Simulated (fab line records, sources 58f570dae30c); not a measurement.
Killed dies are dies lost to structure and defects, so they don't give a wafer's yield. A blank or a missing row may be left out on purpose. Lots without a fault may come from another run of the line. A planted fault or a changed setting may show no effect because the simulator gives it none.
Chamber matching | flow berkeley_cmos170 | UCB170_V1_CMP_02 on cmp-01: 4 sister chambers
The step polishes SiO2. 4 wafers are shown with their chamber, then 7 later ones without.

WAFERS WITH THEIR CHAMBER
wafer  | chamber | motor_current_A (A)
L772.4 | 0       | 18.5
L774.4 | 3       | 16.4
L775.1 | 2       | 17.3
L775.2 | 1       | 15.3

WAFERS WITHOUT THEIR CHAMBER
wafer  | motor_current_A (A)
L775.6 | 14.9
L776.2 | 14.7
L776.4 | 18.8
L776.6 | 16.7
L785.1 | 16.2
L785.5 | 14.2
L785.6 | 18.6

WHICH CHAMBER EACH WENT THROUGH
wafer  | from the rows above          | in truth
L775.6 | 1                            | 1
L776.2 | 1                            | 1
L776.4 | 0                            | 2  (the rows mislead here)
L776.6 | can't be placed: 3 or 2      | 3
L785.1 | can't be placed: 3 or 1 or 2 | 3
L785.5 | 1                            | 1
L785.6 | 0                            | 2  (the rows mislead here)
Placed correctly: 3 of 7. Can't be placed from these rows: 2 (the true chamber is among the candidates in 2). Placed wrongly: 2.
How it was worked out, from the rows above alone: a wafer's distance from a chamber is the root of the sum, over the readings, of the square of ((its reading less the chamber's mean) divided by the reading's scatter). The wafer belongs to the nearest chamber; if the next one is less than 2 further off, it can't be placed. A chamber's mean is the mean of its shown wafers. The scatter: with one shown wafer a chamber, the root of the mean of the squares of how far each hidden wafer lies from its nearest shown one.
